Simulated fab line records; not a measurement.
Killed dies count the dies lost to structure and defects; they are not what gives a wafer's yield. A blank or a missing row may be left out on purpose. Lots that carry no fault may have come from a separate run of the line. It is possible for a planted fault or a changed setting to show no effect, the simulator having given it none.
Code-filled problem report in 8D (eight disciplines) form	flow rit-cmos	the parts of the form that need people (team, actions taken, sign-off) are left out

== 1. WHAT WENT WRONG ==
Across 12 wafers from 4 lots, M1_OVL at RIT_M1_OVL_MEAS_10 averages 361.1 nm, while fault-free wafers read 1.0 nm with a standard deviation of 1.5. That is +99 or more standard deviations from the usual mean.
The first sign was on wafer L274.3 at day 7 03:39, on overlay-01. The record holds 48 wafers of 16 lots with a number at this step. Rule for "out" (also "out of limits"): further than 4 standard deviations from the usual mean. Any other wafer with a number is counted as sound.

== 2. WHAT IT IS, WHAT IT ISN'T ==
question	is	is not
which readings at this step	M1_OVL	-
which lots	L274, L275, L276, L277	L256, L257, L258, L261, L262, L263, L265, L266, L269, L270, L271, L273
which wafers of those lots	all that have a number	-
read on which gauges	overlay-01	overlay-02
when	from day 7 03:39	up to then (36 sound wafers)

== 3. WHAT RULES OUT EACH SUSPECT ==
Counting: a tool at any process step up to the reading remains a suspect when it ran all the lots that are out and ran no sound lot after the first of those.
- the gauge at RIT_M1_OVL_MEAS_10: kept. All the wafers that are out were read on overlay-01, and no step on other tools shows them out.
- iline-stepper-02 at RIT_M1_EXPOSE_06 (exposes mask M12, target cd 2600 nm): kept. It processed each lot that is out, first L274 at day 7 03:08, and no sound lot thereafter; up to then, the last sound lot it processed was L273 at day 6 23:49.
Left after counting: iline-stepper-02 at RIT_M1_EXPOSE_06, overlay-01 at RIT_M1_OVL_MEAS_10.

== 4. THE CAUSE (what the simulator had put in) ==
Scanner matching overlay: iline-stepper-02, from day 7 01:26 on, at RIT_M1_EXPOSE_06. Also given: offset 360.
2 suspects survive the count, and this tool is in that group.

== 5. SEQUENCE OF EFFECTS, ordered by route ==
Each row: a reading where the mean over the struck wafers with a number is more than 3 standard deviations away from the usual. Scope: only readings with a usual standard deviation given in the record; hours: median across lots of the time from each lot's start at the first step in this table that gives one to its start at this step; sigmas: change in usual standard deviations.
hours	step	reading	usual	on struck wafers	change	sigmas
0	RIT_M1_OVL_MEAS_10	M1_OVL	1.0 nm	361.1	+360.1	+99 or more

== 6. HOW IT WOULD HAVE BEEN CAUGHT EARLIER ==
Counted from the fault's start at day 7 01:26, it took 2 hours until the first out-of-limits reading at a measuring or inspecting step in this record, taken at day 7 03:39.
Tool readings at RIT_M1_EXPOSE_06 with a usual standard deviation given in the record: none out on any struck wafer, hence no alarm at a limit of 4 standard deviations on them.
Among the 4 lots that are out, L275, L276, L277 began RIT_M1_EXPOSE_06 on iline-stepper-02 after day 7 03:39. A hold on the tool at that time would have spared those 3.
